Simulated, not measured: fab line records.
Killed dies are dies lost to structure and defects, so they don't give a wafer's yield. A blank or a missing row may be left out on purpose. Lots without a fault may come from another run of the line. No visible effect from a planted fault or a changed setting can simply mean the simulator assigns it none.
Lot-split experiment :: flow rit_cmos :: 23 wafers read from 5 lots, route of 202 steps

== SPLIT DETAILS ==
At RIT_FOX1_OXIDATION_00 (target thk 350.7 nm, ox time 1130 s), the setting ox_time_s was moved away from the recipe's 1130 s on 15 of the 23 wafers read, by -11.2% to -5.8%. For the rest of the wafers, this setting stayed at what the recipe calls for.

The reading is taken at the split's own step.

== THE READING ==
SiO2_of_FOX1_OXIDATION_00.thk_nm (the simulator's own value, which no gauge read), in nm, at RIT_FOX1_OXIDATION_00 (target thk 350.7 nm, ox time 1130 s). The file does not state a usual value for it. Average 351.1 nm, standard deviation 3.1 nm, over the 8 wafers here run with the recipe.

wafer: L074.1
tool, chamber at the split: -, -
ox_time_s as run, s: 1065
against the recipe: -5.8%
SiO2_of_FOX1_OXIDATION_00.thk_nm, nm: 340.5
against lot-mates on the recipe: no lot-mate on the recipe

wafer: L074.2
tool, chamber at the split: -, -
ox_time_s as run, s: 1065
against the recipe: -5.8%
SiO2_of_FOX1_OXIDATION_00.thk_nm, nm: 345.7
against lot-mates on the recipe: no lot-mate on the recipe

wafer: L074.4
tool, chamber at the split: -, -
ox_time_s as run, s: 1065
against the recipe: -5.8%
SiO2_of_FOX1_OXIDATION_00.thk_nm, nm: 338
against lot-mates on the recipe: no lot-mate on the recipe

wafer: L074.5
tool, chamber at the split: -, -
ox_time_s as run, s: 1065
against the recipe: -5.8%
SiO2_of_FOX1_OXIDATION_00.thk_nm, nm: 342.6
against lot-mates on the recipe: no lot-mate on the recipe

wafer: L074.6
tool, chamber at the split: -, -
ox_time_s as run, s: 1065
against the recipe: -5.8%
SiO2_of_FOX1_OXIDATION_00.thk_nm, nm: 339.7
against lot-mates on the recipe: no lot-mate on the recipe

wafer: L078.1
tool, chamber at the split: furnace-04, 0
ox_time_s as run, s: 1130
against the recipe: recipe
SiO2_of_FOX1_OXIDATION_00.thk_nm, nm: 346.3
against lot-mates on the recipe: -

wafer: L078.2
tool, chamber at the split: furnace-04, 0
ox_time_s as run, s: 1130
against the recipe: recipe
SiO2_of_FOX1_OXIDATION_00.thk_nm, nm: 350.5
against lot-mates on the recipe: -

wafer: L078.5
tool, chamber at the split: furnace-04, 0
ox_time_s as run, s: 1130
against the recipe: recipe
SiO2_of_FOX1_OXIDATION_00.thk_nm, nm: 348.7
against lot-mates on the recipe: -

wafer: L079.1
tool, chamber at the split: -, -
ox_time_s as run, s: 1130
against the recipe: recipe
SiO2_of_FOX1_OXIDATION_00.thk_nm, nm: 356.1
against lot-mates on the recipe: -

wafer: L079.2
tool, chamber at the split: -, -
ox_time_s as run, s: 1130
against the recipe: recipe
SiO2_of_FOX1_OXIDATION_00.thk_nm, nm: 353.3
against lot-mates on the recipe: -

wafer: L079.4
tool, chamber at the split: -, -
ox_time_s as run, s: 1130
against the recipe: recipe
SiO2_of_FOX1_OXIDATION_00.thk_nm, nm: 348.8
against lot-mates on the recipe: -

wafer: L079.5
tool, chamber at the split: -, -
ox_time_s as run, s: 1130
against the recipe: recipe
SiO2_of_FOX1_OXIDATION_00.thk_nm, nm: 354.3
against lot-mates on the recipe: -

wafer: L079.6
tool, chamber at the split: -, -
ox_time_s as run, s: 1130
against the recipe: recipe
SiO2_of_FOX1_OXIDATION_00.thk_nm, nm: 350.6
against lot-mates on the recipe: -

wafer: L080.2
tool, chamber at the split: -, -
ox_time_s as run, s: 1004
against the recipe: -11.2%
SiO2_of_FOX1_OXIDATION_00.thk_nm, nm: 313.1
against lot-mates on the recipe: no lot-mate on the recipe

wafer: L080.3
tool, chamber at the split: -, -
ox_time_s as run, s: 1004
against the recipe: -11.2%
SiO2_of_FOX1_OXIDATION_00.thk_nm, nm: 315.1
against lot-mates on the recipe: no lot-mate on the recipe

wafer: L080.4
tool, chamber at the split: -, -
ox_time_s as run, s: 1004
against the recipe: -11.2%
SiO2_of_FOX1_OXIDATION_00.thk_nm, nm: 324.1
against lot-mates on the recipe: no lot-mate on the recipe

wafer: L080.5
tool, chamber at the split: -, -
ox_time_s as run, s: 1004
against the recipe: -11.2%
SiO2_of_FOX1_OXIDATION_00.thk_nm, nm: 309.8
against lot-mates on the recipe: no lot-mate on the recipe

wafer: L080.6
tool, chamber at the split: -, -
ox_time_s as run, s: 1004
against the recipe: -11.2%
SiO2_of_FOX1_OXIDATION_00.thk_nm, nm: 314.9
against lot-mates on the recipe: no lot-mate on the recipe

wafer: L084.1
tool, chamber at the split: -, -
ox_time_s as run, s: 1020
against the recipe: -9.7%
SiO2_of_FOX1_OXIDATION_00.thk_nm, nm: 331.5
against lot-mates on the recipe: no lot-mate on the recipe

wafer: L084.2
tool, chamber at the split: -, -
ox_time_s as run, s: 1020
against the recipe: -9.7%
SiO2_of_FOX1_OXIDATION_00.thk_nm, nm: 329
against lot-mates on the recipe: no lot-mate on the recipe

wafer: L084.3
tool, chamber at the split: -, -
ox_time_s as run, s: 1020
against the recipe: -9.7%
SiO2_of_FOX1_OXIDATION_00.thk_nm, nm: 333.2
against lot-mates on the recipe: no lot-mate on the recipe

wafer: L084.4
tool, chamber at the split: -, -
ox_time_s as run, s: 1020
against the recipe: -9.7%
SiO2_of_FOX1_OXIDATION_00.thk_nm, nm: 332.1
against lot-mates on the recipe: no lot-mate on the recipe

wafer: L084.6
tool, chamber at the split: -, -
ox_time_s as run, s: 1020
against the recipe: -9.7%
SiO2_of_FOX1_OXIDATION_00.thk_nm, nm: 330.7
against lot-mates on the recipe: no lot-mate on the recipe

THE FIT
A straight line over all 23 wafers: SiO2_of_FOX1_OXIDATION_00.thk_nm changes by +2.74 nm for each +1% of ox_time_s; r = +0.92; the points scatter about the line by 5.8 nm.
Too few moved wafers with a lot-mate on the recipe to fit a line net of each lot's own level.

== FILE'S OWN FIT ==
SiO2_of_FOX1_OXIDATION_00.thk_nm changes by +2.74 nm for each +1% of ox_time_s, r = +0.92.
